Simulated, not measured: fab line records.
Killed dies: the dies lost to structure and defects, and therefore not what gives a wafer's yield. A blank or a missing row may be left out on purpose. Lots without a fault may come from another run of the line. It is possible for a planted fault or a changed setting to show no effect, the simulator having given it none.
Struck lot and sound lot, side by side	flow rit-cmos	16 steps out of a route of 202
Sound: the wafers L930.1, L930.3, L930.6. Struck: wafers L928.1, L928.4, L928.5. Last of all comes the cause.
At each step with rows: each side's tool, then ch and its chambers, then its first start. Under that, the readings that differ: sound wafers	struck wafers	difference of the means	sigmas: that difference in standard deviations of wafers without a fault.
alike: readings with means less than 2 such deviations apart, plus words and numbers identical on both sides. not compared: withheld readings, readings lacking a value on some wafer, bounds such as >300 that could conceal the same value, and numbers that have no deviation in the record and whose values overlap.
The two part at a step that has a row with sigmas, a row that says differs or no value, or rows on one side only. When numbers do not overlap yet have no deviation, they are printed without sigmas and do not part them. A reading missing from all wafers of one side parts the sides only when that side holds two or more wafers.

RIT_SILICIDE_RTA_06: time 10 s, ramp up 5 s, ramp down 10 s.
  sound on rtp-anneal-02 ch 0, day 6 00:52; struck on rtp-anneal-02 ch 0, day 5 13:44
  alike: wafer_temp_C_max
RIT_CONTACT_CVD_00: deposits SiO2 from TEOS, target thk 400 nm, time 61 s.
  sound on pecvd-04 ch 0,2, day 6 00:56; struck on pecvd-01 ch 1,2, day 5 13:49
  alike: heater-power-w
RIT_CONTACT_THK_MEAS_01:
  sound: film-metro-04 at day 6 00:59; struck: film-metro-02 at day 5 13:52
  alike: CONTACT_TEOS_THK
then, 6 steps without rows for these wafers: RIT_CONTACT_HMDS_02 (prime time 60 s); RIT_CONTACT_COAT_03 (resist thk 1000 nm); RIT_CONTACT_SOFTBAKE_04 (time 60 s); RIT_CONTACT_EXPOSE_05 (exposes mask M11, target cd 1000 nm); RIT_CONTACT_PEB_06; RIT_CONTACT_DEVELOP_07 (develop time 120 s).
RIT_CONTACT_CD_MEAS_08: the cd target is 1000 nm.
  sound: cd-sem-01 at day 6 02:08; struck: cd-sem-01 at day 5 14:53
  alike: cd-nm
RIT_CONTACT_OVL_MEAS_09:
  sound: overlay-02 at day 6 02:15; struck: overlay-02 at day 5 15:00
  alike: CONTACT_OVL
then, 1 step without rows for these wafers: RIT_CONTACT_HARDBAKE_10 (time 60 s).
RIT_CONTACT_ETCH_11: etches SiO2 in CHF3/CF4/Ar, stops on TiSi2, target depth 480 nm, time 320 s.
  sound on rie-diel-04 ch 1,2, day 6 02:26; struck on rie-diel-01 ch 0,1, day 5 15:14
  no value came back on the struck wafers for any of 6 readings (CHF3_flow_sccm (sccm), O2_flow_sccm (sccm) and others); on the sound wafers CHF3_flow_sccm (sccm) reads 49.94 49.80 50.04
reading	sound	struck	difference	sigmas
model.NOVOLAK_of_CONTACT_COAT_03.thk-nm (nm)	767.5 769.8 765.1	883 880 882.7	+114	
  not compared: rf-hours-counter-h
RIT_CONTACT_STRIP_12: strips in O2, time 187.2 s.
  sound on plasma-asher-01 ch 0,1, day 6 02:38; struck on plasma-asher-01 ch 0,1, day 5 15:25
  alike: drypump-motor-current-A
  not compared: rf-hours-counter-h
RIT_CONTACT_CD_MEAS_90: the cd target is 1000 nm.
  sound: cd-sem-02 at day 6 02:48; struck: cd-sem-02 at day 5 15:36
reading	sound	struck	difference	sigmas
cd-nm (nm)	1003.6 999.4 1001.8	- - -	no value on the struck wafers	
then, 1 step without rows for these wafers: RIT_CONTACT_CLEAN_13 (cleans in SC1, time 600 s).

WHERE THEY PART
First at RIT_CONTACT_ETCH_11; last, within this record, at RIT_CONTACT_CD_MEAS_90.

WHY: what the simulator had put in
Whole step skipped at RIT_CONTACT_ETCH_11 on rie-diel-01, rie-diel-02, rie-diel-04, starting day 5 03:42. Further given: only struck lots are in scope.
